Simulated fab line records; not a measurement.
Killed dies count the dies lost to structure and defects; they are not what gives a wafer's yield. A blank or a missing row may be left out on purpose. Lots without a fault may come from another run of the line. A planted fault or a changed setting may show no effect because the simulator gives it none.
Comparing a struck lot with a sound one	flow berkeley-cmos170	16 steps out of a route of 331
Sound: these wafers, L383.1, L383.2, L383.3. Wafers struck: L397.1, L397.2, L397.6. At the end, the cause is stated.
Per side, at each step with rows, come the tool, then ch with its chambers, and then its first start. Under that, the readings that differ: sound wafers	struck wafers	difference of the means	sigmas: that difference in standard deviations of wafers without a fault.
alike: a reading whose means differ by less than 2 such deviations, as well as words and numbers matching on both sides. not compared: withheld readings; readings where some wafer has no value; bounds like >300 that might hide an equal value; numbers whose values overlap and for which the record gives no deviation.
A row with sigmas, a row that says differs or no value, or rows on one side alone: a step with any of these is where the two part. Numbers that don't overlap but have no deviation are shown without sigmas and don't part them. A reading that every wafer of one side lacks parts them only if that side has two wafers or more.

first, 1 step without rows for these wafers: UCB170_PLDD_DEVELOP_05 (develop time 45 s).
UCB170_PLDD_CD_MEAS_06: target cd 1200 nm.
  sound: cd-sem-01 at day 6 05:42; struck: cd-sem-02 at day 9 16:19
  alike: cd-nm
UCB170_PLDD_OVL_MEAS_07:
  sound: overlay-01 at day 6 05:49; struck: overlay-02 at day 9 16:26
  alike: PLDD_OVL
then, 2 steps without rows for these wafers: UCB170_PLDD_IMPLANT_08; UCB170_PLDD_IMPLANT_09.
UCB170_PLDD_STRIP_10: strips in O2.
  sound on plasma-asher-02 ch 0,1, day 6 06:10; struck on plasma-asher-04 ch 0,1, day 9 16:46
  alike: drypump-motor-current-A, oes-product-au, strip-time-to-endpoint-s
  not compared: rf-hours-counter-h
UCB170_PLDD_TW_MEAS_11:
  sound: film-metro-04 at day 6 06:16; struck: film-metro-03 at day 9 16:52
  alike: PLDD_TW
then, 5 steps without rows for these wafers: UCB170_PLDD_CLEAN_12 (cleans in SPM, time 600 s); UCB170_NLDD_HMDS_00 (prime time 60 s); UCB170_NLDD_COAT_01 (resist thk 900 nm); UCB170_NLDD_SOFTBAKE_02 (time 60 s); UCB170_NLDD_EXPOSE_03 (exposes mask NSELECT, target cd 1200 nm).
UCB170_NLDD_PEB_04:
  sound on litho-track-04 ch 0, day 6 08:58; struck on litho-track-04 ch 0, day 9 17:50
reading	sound	struck	difference	sigmas
heater-power-total-W (W)	56.86 56.78 56.78	48.87 48.90 48.80	-7.95	-99 or more
plate-temp-C (C)	129.70 130.22 129.91	115.86 115.72 115.91	-14.11	-99 or more
  alike: resist-line-temp-C
then, 1 step without rows for these wafers: UCB170_NLDD_DEVELOP_05 (develop time 45 s).
UCB170_NLDD_CD_MEAS_06: target cd 1200 nm.
  sound: cd-sem-02 at day 6 09:15; struck: cd-sem-01 at day 9 18:07
reading	sound	struck	difference	sigmas
cd-nm (nm)	1199.0 1198.6 1199.6	1032.7 1033.5 1032.0	-166.3	-98
UCB170_NLDD_OVL_MEAS_07:
  sound: overlay-01 at day 6 09:22; struck: overlay-02 at day 9 18:14
  alike: NLDD_OVL

WHERE THEY PART
Last at UCB170_NLDD_CD_MEAS_06 as far as this record goes, first at UCB170_NLDD_PEB_04. Later steps at which nothing parts them and some readings are alike: UCB170_NLDD_OVL_MEAS_07.

WHY: the cause the simulator had injected
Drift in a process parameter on litho-track-04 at UCB170_NLDD_PEB_04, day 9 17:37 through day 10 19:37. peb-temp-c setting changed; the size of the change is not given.
